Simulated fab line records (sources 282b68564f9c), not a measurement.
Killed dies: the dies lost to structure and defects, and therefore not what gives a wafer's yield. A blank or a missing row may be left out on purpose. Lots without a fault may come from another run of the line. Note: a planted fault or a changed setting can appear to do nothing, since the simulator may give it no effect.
Split-lot study + flow rit-cmos + 23 wafers read from 5 lots, route of 202 steps

== SPLIT DETAILS ==
At RIT_PRETRO_COAT_01 (resist thk 1300 nm), the setting resist-thk-nm was moved away from the recipe's 1300 nm on 9 of the 23 wafers read, by -4.8% to -1.7%. The other wafers ran this setting at the recipe's value.

== FROM THE SPLIT TO THE READING: what the file shows between them, 3 steps ==
- RIT_PRETRO_SOFTBAKE_02: time 60 s
- RIT_PRETRO_EXPOSE_03: exposes mask M5, target cd 43700 nm
- RIT_PRETRO_DEVELOP_05: develop time 70.29 s

== THE READING ==
NOVOLAK_of_PRETRO_COAT_01.thk-nm (the simulator's own value, which no gauge read), in nm, at RIT_PRETRO_HARDBAKE_07 (time 120 s). The file does not state a usual value for it. The 14 wafers here that ran the recipe average 1137 nm, standard deviation 0.9 nm.

| wafer  | tool, chamber at the split | resist-thk-nm as run, nm | against the recipe | NOVOLAK_of_PRETRO_COAT_01.thk-nm, nm | against lot-mates on the recipe |
|--------|----------------------------|--------------------------|--------------------|--------------------------------------|---------------------------------|
| L078.1 | litho-track-02, 0          | 1278                     | -1.7%              | 1121                                 | -16                             |
| L078.2 | litho-track-02, 0          | 1300                     | recipe             | 1137                                 | -                               |
| L078.3 | litho-track-02, 0          | 1278                     | -1.7%              | 1116                                 | -22                             |
| L078.4 | litho-track-02, 0          | 1278                     | -1.7%              | 1117                                 | -20                             |
| L078.5 | litho-track-02, 0          | 1300                     | recipe             | 1138                                 | -                               |
| L079.1 | litho-track-01, 0          | 1300                     | recipe             | 1137                                 | -                               |
| L079.2 | litho-track-01, 0          | 1300                     | recipe             | 1137                                 | -                               |
| L079.3 | litho-track-01, 0          | 1300                     | recipe             | 1137                                 | -                               |
| L079.5 | litho-track-01, 0          | 1300                     | recipe             | 1138                                 | -                               |
| L079.6 | litho-track-01, 0          | 1300                     | recipe             | 1138                                 | -                               |
| L081.3 | litho-track-02, 0          | 1300                     | recipe             | 1138                                 | -                               |
| L081.4 | litho-track-02, 0          | 1300                     | recipe             | 1139                                 | -                               |
| L081.6 | litho-track-02, 0          | 1300                     | recipe             | 1136                                 | -                               |
| L082.1 | litho-track-01, 0          | 1300                     | recipe             | 1139                                 | -                               |
| L082.3 | litho-track-01, 0          | 1275                     | -1.9%              | 1118                                 | -20                             |
| L082.5 | litho-track-01, 0          | 1275                     | -1.9%              | 1118                                 | -20                             |
| L082.4 | litho-track-01, 0          | 1275                     | -1.9%              | 1116                                 | -22                             |
| L082.6 | litho-track-01, 0          | 1300                     | recipe             | 1137                                 | -                               |
| L084.1 | litho-track-04, 0          | 1237                     | -4.8%              | 1083                                 | -54                             |
| L084.2 | litho-track-04, 0          | 1237                     | -4.8%              | 1078                                 | -58                             |
| L084.3 | litho-track-04, 0          | 1237                     | -4.8%              | 1080                                 | -56                             |
| L084.5 | litho-track-04, 0          | 1300                     | recipe             | 1136                                 | -                               |
| L084.6 | litho-track-04, 0          | 1300                     | recipe             | 1137                                 | -                               |

FIT RESULTS
A straight line over all 23 wafers: NOVOLAK_of_PRETRO_COAT_01.thk-nm changes by +11.7 nm for each +1% of resist-thk-nm; r = +1.00; the points scatter about the line by 1.6 nm.
The same after taking each lot's own level away (the mean of its wafers on the recipe; 23 wafers): +11.5 nm for each +1%; r = +1.00; scatter 1.5 nm.
The reading moves by 56 nm for the largest change in resist-thk-nm, on that fit.
From 1136.5 to 1138.0 nm: that is the span of the lots' own levels, equal to 1.7 times the standard deviation above.
Hence the lot-to-lot level has little effect on the slope; both slopes agree.
Check: -56.5 nm against its lot-mates is what the line predicts for one of the wafers moved furthest among these (-4.8%) when that wafer is left out of the fit. It came out at -53.5 nm against them.

== FURTHER SPLITS ON THESE WAFERS ==
Other splits were also applied to these wafers ahead of the reading. Each is held against what the fit with the lots' levels taken away leaves over:
| other split on the same wafers   | wafers away from the commonest value | r with NOVOLAK_of_PRETRO_COAT_01.thk-nm (lot level and that fit taken away) |
|----------------------------------|--------------------------------------|-----------------------------------------------------------------------------|
| RIT_ACTIVE_CVD_03 temp-c         | 18                                   | -0.26                                                                       |
| RIT_ACTIVE_DEVELOP_10 dev-temp-c | 7                                    | +0.08                                                                       |
| RIT_NWELL_SOFTBAKE_02 temp-c     | 7                                    | -0.25                                                                       |
| RIT_PWELL_SOFTBAKE_02 temp-c     | 8                                    | -0.17                                                                       |
| RIT_PWELL_IMPLANT_08 energy-kev  | 7                                    | -0.27                                                                       |
| RIT_NRETRO_IMPLANT_08 energy-kev | 5                                    | -0.06                                                                       |

== THE WHOLE CHAIN: every reading that the file lists as answering this split, in the file's order ==
| step                   | what it does       | reading                                                                           | change (the file's fit)              | r (the file's) |
|------------------------|--------------------|-----------------------------------------------------------------------------------|--------------------------------------|----------------|
| RIT_PRETRO_COAT_01     | resist thk 1300 nm | NOVOLAK_of_PRETRO_COAT_01.thk-nm (the simulator's own value, which no gauge read) | +13.3 nm for each +1% of the setting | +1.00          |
| RIT_PRETRO_HARDBAKE_07 | time 120 s         | NOVOLAK_of_PRETRO_COAT_01.thk-nm (the simulator's own value, which no gauge read) | +11.5 nm for each +1% of the setting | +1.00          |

== THE FILE'S OWN FIT ==
NOVOLAK_of_PRETRO_COAT_01.thk-nm changes by +11.5 nm for each +1% of resist-thk-nm, r = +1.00.
